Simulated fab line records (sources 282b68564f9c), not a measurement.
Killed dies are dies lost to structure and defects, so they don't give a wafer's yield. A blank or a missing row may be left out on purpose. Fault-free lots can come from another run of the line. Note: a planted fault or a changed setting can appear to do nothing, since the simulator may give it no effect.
Matching of chambers    flow rit cmos    3 sister chambers for RIT_SPACER_CLEAN_00 on wet bench-03
The step cleans in SC1, time 600 s. 3 wafers are shown with their chamber, then 4 later ones without.

## WAFERS, EACH WITH ITS CHAMBER
wafer   chamber  run length s (s)
L192.5  3        632
L194.4  1        631
L195.5  2        632

## WAFERS WITH NO CHAMBER GIVEN
wafer   run length s (s)
L195.6  632
L200.1  624
L200.2  624
L200.3  624

## EACH ONE'S CHAMBER
wafer   from the rows above           in truth
L195.6  can't be placed: 2 or 3 or 1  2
L200.1  can't be placed: 1 or 2 or 3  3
L200.2  can't be placed: 1 or 2 or 3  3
L200.3  can't be placed: 1 or 2 or 3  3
0 of 4 placed correctly. Not placeable from these rows: 4 (in 4, the candidates include the true chamber). Placed wrongly: 0.
How it was worked out, from the rows above alone: a wafer's distance from a chamber is the root of the sum, over the readings, of the square of ((its reading less the chamber's mean) divided by the reading's scatter). The wafer belongs to the nearest chamber; if the next one is less than 2 further off, it can't be placed. For every chamber, the mean is computed from those of its wafers that are shown. The scatter: root of mean squared gap, hidden wafer to nearest shown wafer, with one shown wafer a chamber.
